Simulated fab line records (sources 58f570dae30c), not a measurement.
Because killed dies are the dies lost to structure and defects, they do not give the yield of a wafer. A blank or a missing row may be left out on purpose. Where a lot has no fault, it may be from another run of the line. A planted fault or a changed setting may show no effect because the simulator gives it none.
Lot-split experiment :: flow berkeley_cmos170 :: 5 lots, 23 wafers read, on a route of 331 steps

## SPLIT DETAILS
At UCB170_FIELD_OXIDATION_01 (target thk 558.3 nm, ox time 7200 s), the setting ox_time_s was moved away from the recipe's 7200 s on 20 of the 23 wafers read, by -10.5% to +12.2%. For the rest of the wafers, this setting stayed at what the recipe calls for.

## FROM THE SPLIT TO THE READING: what the file shows between them, 5 steps
- UCB170_FIELD_THK_MEAS_02
- UCB170_FIELD_ANNEAL_03: time 1200 s
- UCB170_FIELD_WET_ETCH_04: etches SiO2 in dHF, time 60 s
- UCB170_FIELD_WET_ETCH_05: etches Si3N4 in H3PO4, time 12600 s
- UCB170_FIELD_WET_ETCH_06: etches SiO2 in BOE, time 22 s

## THE READING
FIELD_OXIDE_LEFT_1_THK at UCB170_FIELD_THK_MEAS_90, in nm. On this fab line, fault-free wafers typically give 451 nm with a standard deviation of 8.3 nm.

wafer: L074.1
tool, chamber at the split: -, -
ox_time_s as run, s: 6443
against the recipe: -10.5%
FIELD_OXIDE_LEFT_1_THK, nm: 407
against lot-mates on the recipe: no lot-mate on the recipe

wafer: L074.2
tool, chamber at the split: -, -
ox_time_s as run, s: 6443
against the recipe: -10.5%
FIELD_OXIDE_LEFT_1_THK, nm: 411
against lot-mates on the recipe: no lot-mate on the recipe

wafer: L074.3
tool, chamber at the split: -, -
ox_time_s as run, s: 6443
against the recipe: -10.5%
FIELD_OXIDE_LEFT_1_THK, nm: 407
against lot-mates on the recipe: no lot-mate on the recipe

wafer: L074.4
tool, chamber at the split: -, -
ox_time_s as run, s: 6443
against the recipe: -10.5%
FIELD_OXIDE_LEFT_1_THK, nm: 410
against lot-mates on the recipe: no lot-mate on the recipe

wafer: L074.5
tool, chamber at the split: -, -
ox_time_s as run, s: 6443
against the recipe: -10.5%
FIELD_OXIDE_LEFT_1_THK, nm: 408
against lot-mates on the recipe: no lot-mate on the recipe

wafer: L078.1
tool, chamber at the split: -, -
ox_time_s as run, s: 6808
against the recipe: -5.4%
FIELD_OXIDE_LEFT_1_THK, nm: 439
against lot-mates on the recipe: no lot-mate on the recipe

wafer: L078.2
tool, chamber at the split: -, -
ox_time_s as run, s: 6808
against the recipe: -5.4%
FIELD_OXIDE_LEFT_1_THK, nm: 433
against lot-mates on the recipe: no lot-mate on the recipe

wafer: L078.3
tool, chamber at the split: -, -
ox_time_s as run, s: 6808
against the recipe: -5.4%
FIELD_OXIDE_LEFT_1_THK, nm: 432
against lot-mates on the recipe: no lot-mate on the recipe

wafer: L078.5
tool, chamber at the split: -, -
ox_time_s as run, s: 6808
against the recipe: -5.4%
FIELD_OXIDE_LEFT_1_THK, nm: 431
against lot-mates on the recipe: no lot-mate on the recipe

wafer: L078.6
tool, chamber at the split: -, -
ox_time_s as run, s: 6808
against the recipe: -5.4%
FIELD_OXIDE_LEFT_1_THK, nm: 434
against lot-mates on the recipe: no lot-mate on the recipe

wafer: L079.1
tool, chamber at the split: furnace-02, 0
ox_time_s as run, s: 7200
against the recipe: recipe
FIELD_OXIDE_LEFT_1_THK, nm: 453
against lot-mates on the recipe: -

wafer: L079.5
tool, chamber at the split: furnace-02, 0
ox_time_s as run, s: 7200
against the recipe: recipe
FIELD_OXIDE_LEFT_1_THK, nm: 452
against lot-mates on the recipe: -

wafer: L079.6
tool, chamber at the split: furnace-02, 0
ox_time_s as run, s: 7200
against the recipe: recipe
FIELD_OXIDE_LEFT_1_THK, nm: 457
against lot-mates on the recipe: -

wafer: L084.1
tool, chamber at the split: -, -
ox_time_s as run, s: 8079
against the recipe: +12.2%
FIELD_OXIDE_LEFT_1_THK, nm: 488
against lot-mates on the recipe: no lot-mate on the recipe

wafer: L084.2
tool, chamber at the split: -, -
ox_time_s as run, s: 8079
against the recipe: +12.2%
FIELD_OXIDE_LEFT_1_THK, nm: 497
against lot-mates on the recipe: no lot-mate on the recipe

wafer: L084.3
tool, chamber at the split: -, -
ox_time_s as run, s: 8079
against the recipe: +12.2%
FIELD_OXIDE_LEFT_1_THK, nm: 491
against lot-mates on the recipe: no lot-mate on the recipe

wafer: L084.4
tool, chamber at the split: -, -
ox_time_s as run, s: 8079
against the recipe: +12.2%
FIELD_OXIDE_LEFT_1_THK, nm: 489
against lot-mates on the recipe: no lot-mate on the recipe

wafer: L084.6
tool, chamber at the split: -, -
ox_time_s as run, s: 8079
against the recipe: +12.2%
FIELD_OXIDE_LEFT_1_THK, nm: 490
against lot-mates on the recipe: no lot-mate on the recipe

wafer: L085.1
tool, chamber at the split: -, -
ox_time_s as run, s: 7803
against the recipe: +8.4%
FIELD_OXIDE_LEFT_1_THK, nm: 474
against lot-mates on the recipe: no lot-mate on the recipe

wafer: L085.2
tool, chamber at the split: -, -
ox_time_s as run, s: 7803
against the recipe: +8.4%
FIELD_OXIDE_LEFT_1_THK, nm: 476
against lot-mates on the recipe: no lot-mate on the recipe

wafer: L085.3
tool, chamber at the split: -, -
ox_time_s as run, s: 7803
against the recipe: +8.4%
FIELD_OXIDE_LEFT_1_THK, nm: 473
against lot-mates on the recipe: no lot-mate on the recipe

wafer: L085.5
tool, chamber at the split: -, -
ox_time_s as run, s: 7803
against the recipe: +8.4%
FIELD_OXIDE_LEFT_1_THK, nm: 480
against lot-mates on the recipe: no lot-mate on the recipe

wafer: L085.6
tool, chamber at the split: -, -
ox_time_s as run, s: 7803
against the recipe: +8.4%
FIELD_OXIDE_LEFT_1_THK, nm: 478
against lot-mates on the recipe: no lot-mate on the recipe

THE FIT
A straight line over all 23 wafers: FIELD_OXIDE_LEFT_1_THK changes by +3.47 nm for each +1% of ox_time_s; r = +0.99; the points scatter about the line by 4.3 nm.
Too few moved wafers with a lot-mate on the recipe to fit a line net of each lot's own level.

## THE WHOLE CHAIN: every reading that the file lists as answering this split, in the file's order
step: UCB170_FIELD_OXIDATION_01
what it does: target thk 558.3 nm, ox time 7200 s
reading: SiO2_of_FIELD_OXIDATION_01.thk_nm (the simulator's own value, which no gauge read)
change (the file's fit): +3.46 nm for each +1% of the setting
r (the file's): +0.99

step: UCB170_FIELD_THK_MEAS_02
what it does: 
reading: FIELD_OXIDE_THK
change (the file's fit): +3.46 for each +1% of the setting
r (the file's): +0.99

step: UCB170_FIELD_THK_MEAS_90
what it does: 
reading: FIELD_OXIDE_LEFT_1_THK
change (the file's fit): +3.48 for each +1% of the setting
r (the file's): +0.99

## THE FILE'S OWN FIT
FIELD_OXIDE_LEFT_1_THK changes by +3.48 nm for each +1% of ox_time_s, r = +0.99.
